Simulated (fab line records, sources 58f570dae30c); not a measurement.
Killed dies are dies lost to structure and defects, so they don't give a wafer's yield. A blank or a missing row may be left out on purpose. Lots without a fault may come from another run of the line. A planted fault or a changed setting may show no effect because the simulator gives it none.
Which tool did it? | flow berkeley_cmos170 | 7 lots, 21 wafers sampled, at 1 step of a route of 331

WHAT THE GAUGES READ, wafer by wafer
UCB170_M1_OVL_MEAS_10.
lot  | measured     | on         | M1_OVL (nm)
L423 | day 7 04:24  | overlay-01 | -11 -12 -5
L426 | day 7 16:35  | overlay-01 | -4 -5 -14
L425 | day 7 16:54  | overlay-02 | 9 6 0
L432 | day 8 22:12  | overlay-02 | -5 1 0
L433 | day 9 09:23  | overlay-02 | -3 3 -5
L435 | day 10 01:58 | overlay-02 | 10 10 0
L444 | day 12 02:15 | overlay-01 | -5 -4 -4

WHICH TOOL RAN EACH LOT (tool, then ch and the chambers of the sampled wafers, then the start)
The record holds no process step before these readings.

THE ANSWER, worked out from the rows above alone
Rule: what is usual is taken from the lots themselves. Put in order of their means at a reading, lots are off if they are a third of the lots or fewer, leave a main group of 4 or more, and stand apart from it by a gap of 3 or more times the standard deviation of the main group's means; of several such gaps the widest counts. A main group whose means are all the same, to the digits that the tables above print for the reading, isn't used. A lot without any number at a reading at which 4 lots or more have one is off too. The other lots that the step has rows for count as sound.
No lot is off at any reading shown: from this, nothing can be told.

WHAT THE SIMULATOR HAD PUT IN
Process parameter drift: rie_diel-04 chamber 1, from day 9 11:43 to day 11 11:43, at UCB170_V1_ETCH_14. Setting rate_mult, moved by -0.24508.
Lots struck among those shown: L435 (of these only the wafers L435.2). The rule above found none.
